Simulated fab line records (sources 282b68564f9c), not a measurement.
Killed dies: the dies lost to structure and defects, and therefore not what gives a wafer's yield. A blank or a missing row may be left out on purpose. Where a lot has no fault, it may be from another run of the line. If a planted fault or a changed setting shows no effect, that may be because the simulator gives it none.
fab line records    flow ritCmos
record lots=5  wafers=15  lastDay=6
route steps=202 shown M1@194
lots with no fault: from the same line, run without faults
startH: hours from the record's opening day to when the first of the lot's shown wafers began    waitH: time in hours since the lot's previous step    " identical to the entry in the row above    L1.1+2: a row that stands for several wafers    - either no value or no given start    * or withheld: withheld    < > ~ a bound
route shown NAME@n: a module of which the file shows steps, and the number in the route of the first    usual: mean/standard deviation of fault-free wafers    same: alike in all rows    chamber/n: place in a boat    sites: the reading at each site    _std_site: standard deviation of those values    _edge_site: inner sites' mean taken away from outer sites' mean    radiusMm: for every site, how far away it sits from the centre of the wafer    mask NAME#n: copy n    behind: the most recent tool/chamber to have shaped the wafer    hold: the reason the lot was held/the length of the hold in hours/how it ended    device: the transistor (n, p or np) that didn't switch    end of line: the same wafers' tests at the end of the route    a step without rows: its recipe alone    killed: at the first sort, the dies lost to defects and structure; wafer yield is something else    map: a wafer's dies, marking killed ones x, the rest . and places with no die _
set.NAME: the setting that was run; set.NAME@STEP: the one run at that earlier step    model.NAME: the simulator's own value behind a step, which no gauge read
a table for each step, a row for each wafer; lots at some steps of the route
services: from which hour (startH, from the record's first day; less than 0 if before it) a tool's chamber was out of use, for how many hours, and why
## steps
# step RIT_M1_OVL_MEAS_10
# usual M1_OVL=0.6/1.3
lot.wafer  tool        chamber  startH  waitH  M1_OVL[nm]
L083.1     overlay-01  -        101.36  0.1    1.6
L083.5     "           -        "       "      0.4
L083.6     "           -        "       "      -0.4
L087.3     overlay-02  -        123.89  0.1    1.7
L087.4     "           -        "       "      2.1
L087.6     "           -        "       "      0.3
L088.2     overlay-01  -        126.32  0.1    -1.4
L088.3     "           -        "       "      -2.4
L088.5     "           -        "       "      -0.2
L091.2     overlay-02  -        140.85  0.1    -1.6
L091.3     "           -        "       "      -1.6
L091.4     "           -        "       "      -2.3
L092.3     overlay-02  -        153.03  0.1    1.2
L092.5     "           -        "       "      2.5
L092.6     "           -        "       "      -0.1
# step RIT_M1_HARDBAKE_11
# recipe resist=NOVOLAK  tempC=140  timeS=120
lot.wafer   tool           chamber  startH  waitH
L083.1+5+6  lithoTrack-04  0        101.40  0.0
L087.3+4+6  lithoTrack-03  0        124.00  0.1
L088.2+3+5  lithoTrack-04  0        126.39  0.1
L091.2+3+4  lithoTrack-03  0        140.92  0.1
L092.3+5+6  lithoTrack-02  0        153.14  0.1
# step RIT_M1_METAL_ETCH_12
# recipe stopOn=SiO2  chemistry=Cl2/BCl3  target=Al  timeS=165  overEtchFrac=0.5  pressureMtorr=100  targetDepthA=6000  rfW=254.6  Cl2_flow_sccm=60  bcl3FlowSccm=50
# usual drypumpMotorCurrentA=5.5/0.51  oesProductAu=0.792/0.014  throttleValvePct=8.22/0.16
lot.wafer  tool         chamber  startH  waitH  drypumpMotorCurrentA  oesProductAu  rfHoursCounterH  throttleValvePct
L083.1     rieMetal-04  0        101.65  0.2    5.1                   0.785         3                8.04
L083.5     "            0        "       "      5.1                   0.798         -                8.08
L083.6     "            1        "       "      6.4                   0.771         -                8.16
L087.3     rieMetal-01  1        124.22  0.2    5.1                   0.789         -                8.05
L087.4     "            0        "       "      5.5                   0.788         -                8.46
L087.6     "            0        "       "      5.5                   0.780         -                8.47
L088.2     rieMetal-03  1        126.60  0.2    5.0                   0.807         37               8.37
L088.3     "            0        "       "      5.8                   0.812         -                8.16
L088.5     "            0        "       "      5.8                   0.807         -                8.17
L091.2     rieMetal-04  0        141.13  0.2    5.1                   0.790         3                8.05
L091.3     "            0        "       "      5.0                   0.799         -                8.06
L091.4     "            1        "       "      6.4                   0.784         -                8.17
L092.3     rieMetal-01  0        153.36  0.2    5.5                   0.787         -                8.47
L092.5     "            0        "       "      5.5                   0.796         -                8.45
L092.6     "            1        "       "      5.1                   0.794         -                8.05
# step RIT_M1_STRIP_13
# recipe chemistry=nmp  resist=NOVOLAK  tempC=80  timeS=600  dry=n2Spin
lot.wafer   tool         chamber  startH  waitH
L083.1+5+6  wetBench-01  3        101.81  0.1
L087.3+4+6  wetBench-03  1        124.33  0.1
L088.2+3+5  wetBench-02  2        126.76  0.1
L091.2+3+4  wetBench-01  1        141.30  0.1
L092.3+5+6  wetBench-03  2        153.47  0.1
# step RIT_M1_STRIP_14
# recipe chemistry=O2  timeS=180  platenTempC=withheld  powerW=500  pressureMtorr=4000  o2FlowSccm=4000
# usual drypumpMotorCurrentA=5.9/0.61
lot.wafer  tool            chamber  startH  waitH  drypumpMotorCurrentA  rfHoursCounterH
L083.1     plasmaAsher-02  0        102.00  0.0    5.9                   43
L083.5     "               0        "       "      5.9                   -
L083.6     "               1        "       "      4.8                   -
L087.3     plasmaAsher-03  1        124.58  0.1    6.5                   -
L087.4     "               0        "       "      6.2                   -
L087.6     "               0        "       "      6.2                   -
L088.2     plasmaAsher-02  0        126.95  0.0    5.9                   1
L088.3     "               0        "       "      5.9                   -
L088.5     "               1        "       "      4.8                   -
L091.2     plasmaAsher-03  1        141.47  0.0    6.6                   50
L091.3     "               0        "       "      6.2                   -
L091.4     "               1        "       "      6.6                   -
L092.3     plasmaAsher-02  1        153.70  0.1    4.9                   -
L092.5     "               1        "       "      4.8                   -
L092.6     "               0        "       "      5.9                   -
# step RIT_M1_CD_MEAS_90
# recipe targetCdNm=2600
# usual cdNm=2599.1/2.5
lot.wafer  tool      chamber  startH  waitH  cdNm
L083.1     cdSem-01  -        102.18  0.1    2598.8
L083.5     "         -        "       "      2600.3
L083.6     "         -        "       "      2598.2
L087.3     cdSem-02  -        124.74  0.1    2597.7
L087.4     "         -        "       "      2598.2
L087.6     "         -        "       "      2598.0
L088.2     cdSem-01  -        127.15  0.1    2595.9
L088.3     "         -        "       "      2597.6
L088.5     "         -        "       "      2598.6
L091.2     cdSem-01  -        141.67  0.1    2599.7
L091.3     "         -        "       "      2596.4
L091.4     "         -        "       "      2600.3
L092.3     cdSem-01  -        153.86  0.1    2602.1
L092.5     "         -        "       "      2600.3
L092.6     "         -        "       "      2600.3
# step RIT_M1_ANNEAL_15
# recipe tempC=450  timeS=1877  ambient=forming_gas_H2N2
# usual spikeTcCentreC=452.6/1.1
lot.wafer  tool        chamber  startH  waitH  spikeTcCentreC
L083.1     furnace-02  0        102.30  0.1    452.6
L083.5     "           0        "       "      451.3
L083.6     "           0        "       "      452.2
L087.3     furnace-02  0        124.82  0.1    453.5
L087.4     "           0        "       "      453.5
L087.6     "           0        "       "      451.9
L088.2     furnace-02  0        127.25  0.1    452.1
L088.3     "           0        "       "      451.6
L088.5     "           0        "       "      451.8
L091.2     furnace-02  0        141.77  0.1    453.4
L091.3     "           0        "       "      453.8
L091.4     "           0        "       "      454.9
L092.3     furnace-02  0        153.94  0.1    451.6
L092.5     "           0        "       "      453.6
L092.6     "           0        "       "      452.3
# step RIT_M1_BOW_MEAS_16
# recipe mode=bow
# usual M1_BOW=17/7
lot.wafer  tool          chamber  startH  waitH  M1_BOW[um]
L083.1     filmMetro-02  -        103.80  0.0    16
L083.5     "             -        "       "      9
L083.6     "             -        "       "      10
L087.3     filmMetro-04  -        126.36  0.0    29
L087.4     "             -        "       "      12
L087.6     "             -        "       "      28
L088.2     filmMetro-04  -        128.77  0.0    3
L088.3     "             -        "       "      12
L088.5     "             -        "       "      23
L091.2     filmMetro-01  -        143.29  0.0    6
L091.3     "             -        "       "      9
L091.4     "             -        "       "      24
L092.3     filmMetro-04  -        155.48  0.0    19
L092.5     "             -        "       "      3
L092.6     "             -        "       "      17
# step RIT_M1_PROBE_99
# usual defectLimitedYield=97.3/1.3  killedAtContacts=0.1/0.3  killedAtFrontEnd=7/3.4  killedDies=7/3.4  killedOpen=3.6/2.1  killedShort=3.5/2.1  sort_bin_3_pad_short=0.1/0.27  sort_bin_5_function=1.5/0.75  sort_bin_6_memory=1.0/0.75  sortNPass=257/3.4  sortYieldPct=97.3/1.3
# same grossDies=264  killed_at_M0_to_M3=0  killed_at_M4_up=0  killedAtBackSide=0  killedAtOther=0
lot.wafer  tool       chamber  startH  waitH  defectLimitedYield[%]  killedAtContacts  killedAtFrontEnd  killedDies  killedOpen  killedShort  sort_bin_3_pad_short[%]  sort_bin_5_function[%]  sort_bin_6_memory[%]  sortNPass  sortYieldPct[%]
L083.1     prober-02  -        103.92  0.1    97.0                   0                 8                 8           6           2            0                        1.5                     1.5                   256        97.0
L083.5     prober-02  -        104.12  0.2    98.1                   0                 5                 5           4           1            0                        1.5                     0.4                   259        98.1
L083.6     prober-02  -        104.17  0.2    97.3                   1                 6                 7           4           3            0.4                      2.3                     0                     257        97.3
L087.3     prober-02  -        126.54  0.2    95.8                   0                 11                11          7           4            0                        2.3                     1.9                   253        95.8
L087.4     prober-02  -        126.59  0.2    98.5                   0                 4                 4           2           2            0                        0.4                     1.1                   260        98.5
L087.6     prober-02  -        126.69  0.2    95.8                   0                 11                11          6           5            0                        3.0                     1.1                   253        95.8
L088.2     prober-01  -        128.92  0.1    97.3                   0                 7                 7           3           4            0                        2.3                     0.4                   257        97.3
L088.3     prober-01  -        128.97  0.2    96.2                   0                 10                10          5           5            0                        2.3                     1.5                   254        96.2
L088.5     prober-01  -        129.07  0.2    97.3                   0                 7                 7           4           3            0                        1.1                     1.5                   257        97.3
L091.2     prober-02  -        143.44  0.1    99.6                   0                 1                 1           1           0            0                        0.4                     0                     263        99.6
L091.3     prober-02  -        143.49  0.2    98.5                   0                 4                 4           2           2            0.8                      0                       0.8                   260        98.5
L091.4     prober-02  -        143.54  0.2    98.9                   0                 3                 3           2           1            0                        0.8                     0.4                   261        98.9
L092.3     prober-01  -        155.66  0.2    98.1                   0                 5                 5           2           3            0                        0.8                     1.1                   259        98.1
L092.5     prober-01  -        155.76  0.2    96.6                   0                 9                 9           4           5            0.8                      1.5                     1.1                   255        96.6
L092.6     prober-01  -        155.81  0.2    99.6                   0                 1                 1           1           0            0                        0                       0.4                   263        99.6
# killed by level:class
L083.1 REOX:geometricParticle:open=2 FOX1:geometricParticle:open=1 FOX2:geometricParticle:open=1 GATE:geometricParticle:open=1 GATE:geometricParticle:short=1 SPACER:geometricParticle:short=1 SILICIDE:geometricParticle:open=1
L083.5 FOX1:geometricParticle:short=1 FOX2:geometricParticle:open=1 GATE:geometricParticle:open=1 REOX:geometricParticle:open=1 SPACER:geometricParticle:open=1
L083.6 FOX2:geometricParticle:open=3 FOX1:geometricParticle:short=1 GATE:geometricParticle:short=1 REOX:geometricParticle:short=1 CONTACT:geometricParticle:open=1
L087.3 GATE:geometricParticle:open=5 FOX1:geometricParticle:short=2 FOX2:geometricParticle:short=2 FOX1:geometricParticle:open=1 REOX:geometricParticle:open=1
L087.4 GATE:geometricParticle:open=1 GATE:geometricParticle:short=1 REOX:geometricParticle:short=1 REOX:geometricParticle:open=1
L087.6 GATE:geometricParticle:open=5 FOX1:geometricParticle:short=3 GATE:geometricParticle:short=1 SILICIDE:geometricParticle:open=1 SILICIDE:geometricParticle:short=1
L088.2 GATE:geometricParticle:open=2 REOX:geometricParticle:short=2 FOX2:geometricParticle:open=1 GATE:geometricParticle:short=1 SILICIDE:geometricParticle:short=1
L088.3 GATE:geometricParticle:short=3 GATE:geometricParticle:open=2 REOX:geometricParticle:open=2 REOX:geometricParticle:short=1 SPACER:geometricParticle:short=1 SILICIDE:geometricParticle:open=1
L088.5 FOX1:geometricParticle:open=2 GATE:geometricParticle:short=2 SPACER:geometricParticle:short=1 SPACER:geometricParticle:open=1 SILICIDE:geometricParticle:open=1
L091.2 SILICIDE:geometricParticle:open=1
L091.3 FOX1:geometricParticle:short=2 GATE:geometricParticle:open=1 SPACER:geometricParticle:open=1
L091.4 FOX1:geometricParticle:open=1 GATE:geometricParticle:open=1 GATE:geometricParticle:short=1
L092.3 FOX2:geometricParticle:short=2 FOX1:geometricParticle:open=1 GATE:geometricParticle:short=1 SILICIDE:geometricParticle:open=1
L092.5 SPACER:geometricParticle:open=2 SPACER:geometricParticle:short=2 SILICIDE:geometricParticle:short=2 FOX2:geometricParticle:open=1 GATE:geometricParticle:open=1 GATE:geometricParticle:short=1
L092.6 SPACER:geometricParticle:open=1
## services
tool            chamber  startH  hours  kind
plasmaAsher-02  -        77.49   2.8    pm
rieMetal-01     1        91.03   14.5   repair
plasmaAsher-03  -        93.07   7.8    repair
plasmaAsher-02  -        108.75  9.0    pm
plasmaAsher-02  0        108.75  9.0    ventCycle
plasmaAsher-02  1        108.75  9.0    ventCycle
rieMetal-04     -        112.26  0.3    repair
plasmaAsher-02  0        117.75  -      clean
plasmaAsher-02  1        117.75  -      clean
rieMetal-01     1        135.89  16.4   repair
rieMetal-03     -        136.12  20.0   pm
rieMetal-03     0        136.12  20.0   ventCycle
rieMetal-03     1        136.12  20.0   ventCycle
plasmaAsher-02  -        143.74  0.5    repair
## key
fault none
